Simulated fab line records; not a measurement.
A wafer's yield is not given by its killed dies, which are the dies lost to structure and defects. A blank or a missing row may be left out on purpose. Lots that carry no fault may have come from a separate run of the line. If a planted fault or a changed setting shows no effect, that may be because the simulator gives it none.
One fault seen from 2 desks :: flow ritCmos :: each desk has only its own numbers; what lay behind them comes last

== FOR THE TOOL OWNER'S DESK: lithoTrack-03 ==
The tool's own readings at RIT_ACTIVE_COAT_06 (resist thk 995 nm): means of the sampled wafers that have a number, for each lot that ran on this tool. A lot is out of limits, marked OUT, if its mean lies more than 4 standard deviations from the usual mean; the brackets give that distance.
Columns: A = exhaustPa at RIT_ACTIVE_COAT_06, usual 45.0 Pa; B = resistLineTempC at RIT_ACTIVE_COAT_06, usual 23.00 C; C = spinSpeedRpm at RIT_ACTIVE_COAT_06, usual 3249.9 rpm
lot: L213
first seen here: day 2 10:16
A: 45.5
B: 23.02
C: 3247.9

lot: L215
first seen here: day 2 20:53
A: 45.4
B: 22.96
C: 3131.0 (-57) OUT

lot: L216
first seen here: day 3 01:24
A: 44.1
B: 23.04
C: 3132.3 (-56) OUT

lot: L232
first seen here: day 6 08:49
A: 43.5
B: 23.09
C: 3250.8
This desk's finding: out of limits on L215, L216; first on L215, day 2 20:53 (spinSpeedRpm at RIT_ACTIVE_COAT_06). L213, L232 stayed within limits.

== THE METROLOGY DESK ==
What the gauges read, lot by lot, whatever tool the lot ran on: means of the sampled wafers that have a number. A lot is out of limits, marked OUT, if its mean lies more than 4 standard deviations from the usual mean; the brackets give that distance.
Columns: A = PWELL_OVL at RIT_PWELL_OVL_MEAS_06, usual -1.3 nm; B = PRETRO_TW at RIT_PRETRO_TW_MEAS_10, usual 469; C = NSD_OVL at RIT_NSD_OVL_MEAS_06, usual -0.5 nm
lot: L210
first seen here: day 2 05:08
A: -1.5
B: 474
C: -1.3

lot: L209
first seen here: day 2 05:38
A: -0.8
B: 463
C: -0.8

lot: L213
first seen here: day 2 21:12
A: -2.0
B: 468
C: -0.3

lot: L214
first seen here: day 3 00:20
A: -0.6
B: 467
C: -1.0

lot: L215
first seen here: day 3 07:47
A: -1.6
B: 470
C: -1.0

lot: L216
first seen here: day 3 12:55
A: -0.7
B: 470
C: -0.0

lot: L221
first seen here: day 4 11:59
A: -3.3
B: 472
C: 0.7

lot: L222
first seen here: day 4 22:13
A: -1.6
B: 471
C: -1.4

lot: L224
first seen here: day 5 02:43
A: 1.3
B: 473
C: -0.8

lot: L225
first seen here: day 5 11:11
A: -1.3
B: 468
C: 0.5

lot: L226
first seen here: day 5 20:11
A: -1.1
B: 467
C: -0.8

lot: L227
first seen here: day 5 20:27
A: -2.6
B: 476
C: -2.1

lot: L229
first seen here: day 6 07:33
A: -1.2
B: 477
C: 0.8

lot: L232
first seen here: day 6 17:17
A: -0.2
B: 464
C: 0.2
This desk's finding: nothing out of limits on any of the 14 lots.

== TAKEN TOGETHER ==
At day 2 20:53, on L215, L216, the tool owner's desk was in a position to raise an alarm.
At the metrology desk, nothing out of limits was observed.
The metrology desk has L215, L216 on record, within its limits.
RIT_ACTIVE_COAT_06 was run on lithoTrack-03 by each of the lots named.

== WHAT WAS PUT IN BY THE SIMULATOR ==
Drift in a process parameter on lithoTrack-03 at RIT_ACTIVE_COAT_06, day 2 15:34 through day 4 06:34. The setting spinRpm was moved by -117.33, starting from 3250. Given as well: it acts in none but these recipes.
Lots struck among those shown: L215, L216.
Hours from the fault's start to each desk's first reading out of limits: the tool owner's desk, 5.
